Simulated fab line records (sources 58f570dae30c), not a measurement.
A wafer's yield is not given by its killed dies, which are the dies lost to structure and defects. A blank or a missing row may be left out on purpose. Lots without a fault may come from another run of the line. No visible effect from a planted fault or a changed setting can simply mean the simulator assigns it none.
Split-lot study | flow berkeley_cmos170 | 5 lots, 27 wafers read, on a route of 331 steps

== THE SPLIT ==
At UCB170_M3_METAL_ETCH_18 (etches Al in Cl2/BCl3, stops on SiO2, target depth 1170 nm, time 195 s), the setting target_depth_a was moved away from the recipe's 11700 angstrom on 12 of the 27 wafers read, by -48.7% to +36.4%. This setting was run at the recipe's value on the other wafers.

== FROM SPLIT TO READING: 1 step shown by the file between the two ==
- UCB170_M3_STRIP_19: strips in O2

== THE READING ==
At UCB170_M3_CD_MEAS_90: cd_nm in nanometres, against a target cd of 700 nm. A value of 700.0 nm with a standard deviation of 3 nm is what fault-free wafers of this fab line usually give.

wafer  | tool, chamber at the split | target_depth_a as run, angstrom | against the recipe | cd_nm, nm | against lot-mates on the recipe
L075.1 | rie_metal-03, 1            | 8948                            | -23.5%             | 704.5     | +8.3
L075.2 | rie_metal-03, 0            | 11700                           | recipe             | 700.1     | -
L075.3 | rie_metal-03, 0            | 8948                            | -23.5%             | 711.9     | +15.7
L075.4 | rie_metal-03, 1            | 11700                           | recipe             | 694.1     | -
L075.5 | rie_metal-03, 0            | 8948                            | -23.5%             | 710.6     | +14.4
L075.6 | rie_metal-03, 1            | 11700                           | recipe             | 694.5     | -
L076.1 | rie_metal-01, 0            | 11700                           | recipe             | 700.3     | -
L076.3 | rie_metal-01, 0            | 11700                           | recipe             | 703.3     | -
L076.6 | rie_metal-01, 0            | 11700                           | recipe             | 702.8     | -
L080.1 | rie_metal-04, 1            | 11700                           | recipe             | 701.1     | -
L080.2 | rie_metal-04, 0            | 11700                           | recipe             | 700.7     | -
L080.3 | rie_metal-04, 0            | 9867                            | -15.7%             | 705.7     | +5.7
L080.4 | rie_metal-04, 1            | 9867                            | -15.7%             | 709.3     | +9.3
L080.5 | rie_metal-04, 1            | 11700                           | recipe             | 698.3     | -
L080.6 | rie_metal-04, 0            | 9867                            | -15.7%             | 707.7     | +7.7
L082.1 | rie_metal-03, 1            | 11700                           | recipe             | 701.8     | -
L082.2 | rie_metal-03, 0            | 15960                           | +36.4%             | 681.8     | -18.5
L082.3 | rie_metal-03, 0            | 11700                           | recipe             | 698.1     | -
L082.4 | rie_metal-03, 1            | 11700                           | recipe             | 701.1     | -
L082.5 | rie_metal-03, 1            | 15960                           | +36.4%             | 686.6     | -13.7
L082.6 | rie_metal-03, 0            | 15960                           | +36.4%             | 682.6     | -17.7
L085.1 | rie_metal-04, 1            | 5999                            | -48.7%             | 724.7     | +24.8
L085.2 | rie_metal-04, 0            | 5999                            | -48.7%             | 723.8     | +23.9
L085.3 | rie_metal-04, 1            | 11700                           | recipe             | 700.6     | -
L085.4 | rie_metal-04, 0            | 5999                            | -48.7%             | 719.5     | +19.6
L085.5 | rie_metal-04, 0            | 11700                           | recipe             | 699.3     | -
L085.6 | rie_metal-04, 1            | 11700                           | recipe             | 699.7     | -

THE FIT
A straight line over all 27 wafers: cd_nm changes by -0.453 nm for each +1% of target_depth_a; r = -0.97; the points scatter about the line by 2.6 nm.
The same after taking each lot's own level away (the mean of its wafers on the recipe; 27 wafers): -0.472 nm for each +1%; r = -0.98; scatter 2.1 nm.
That fit puts the effect of the largest move of target_depth_a on the reading at 23 nm.
The lots' own levels span 696.23 to 702.13 nm, that is 2.0 times the standard deviation above.
The two slopes agree, so the slope changes little with the lot-to-lot level.
Check: with one of the wafers moved furthest among these (-48.7%) left out of the fit, the line predicts +22.9 nm for it against its lot-mates. It came out at +24.8 nm against them.
Tool readings at the split's step, against how far the setting was moved: oes_product_au r = -0.95.

== THE WHOLE CHAIN: every reading that the file lists as answering this split, in the file's order ==
step                    | what it does                                                           | reading                                                                   | change (the file's fit)                                                              | r (the file's)
UCB170_M3_METAL_ETCH_18 | etches Al in Cl2/BCl3, stops on SiO2, target depth 1170 nm, time 195 s | oes_product_au                                                            | -0.00348 a.u. for each +1% of the setting                                            | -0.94
UCB170_M3_METAL_ETCH_18 | etches Al in Cl2/BCl3, stops on SiO2, target depth 1170 nm, time 195 s | M3.feature_depth_nm (the simulator's own value, which no gauge read)      | not straight: 591.9 at the lowest setting, 953.3 at the recipe, 967.8 at the highest | not given
UCB170_M3_METAL_ETCH_18 | etches Al in Cl2/BCl3, stops on SiO2, target depth 1170 nm, time 195 s | etch.depth_nm (the simulator's own value, which no gauge read)            | not straight: 590.6 at the lowest setting, 899.6 at the recipe, 900.1 at the highest | not given
UCB170_M3_METAL_ETCH_18 | etches Al in Cl2/BCl3, stops on SiO2, target depth 1170 nm, time 195 s | KrF_of_M3_COAT_10.thk_nm (the simulator's own value, which no gauge read) | -6.41 nm for each +1% of the setting                                                 | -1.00
UCB170_M3_STRIP_19      | strips in O2                                                           | oes_product_au                                                            | -0.00494 a.u. for each +1% of the setting                                            | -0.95
UCB170_M3_CD_MEAS_90    | target cd 700 nm                                                       | cd_nm                                                                     | -0.475 nm for each +1% of the setting                                                | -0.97

== THE FILE'S OWN FIT ==
cd_nm changes by -0.475 nm for each +1% of target_depth_a, r = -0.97.
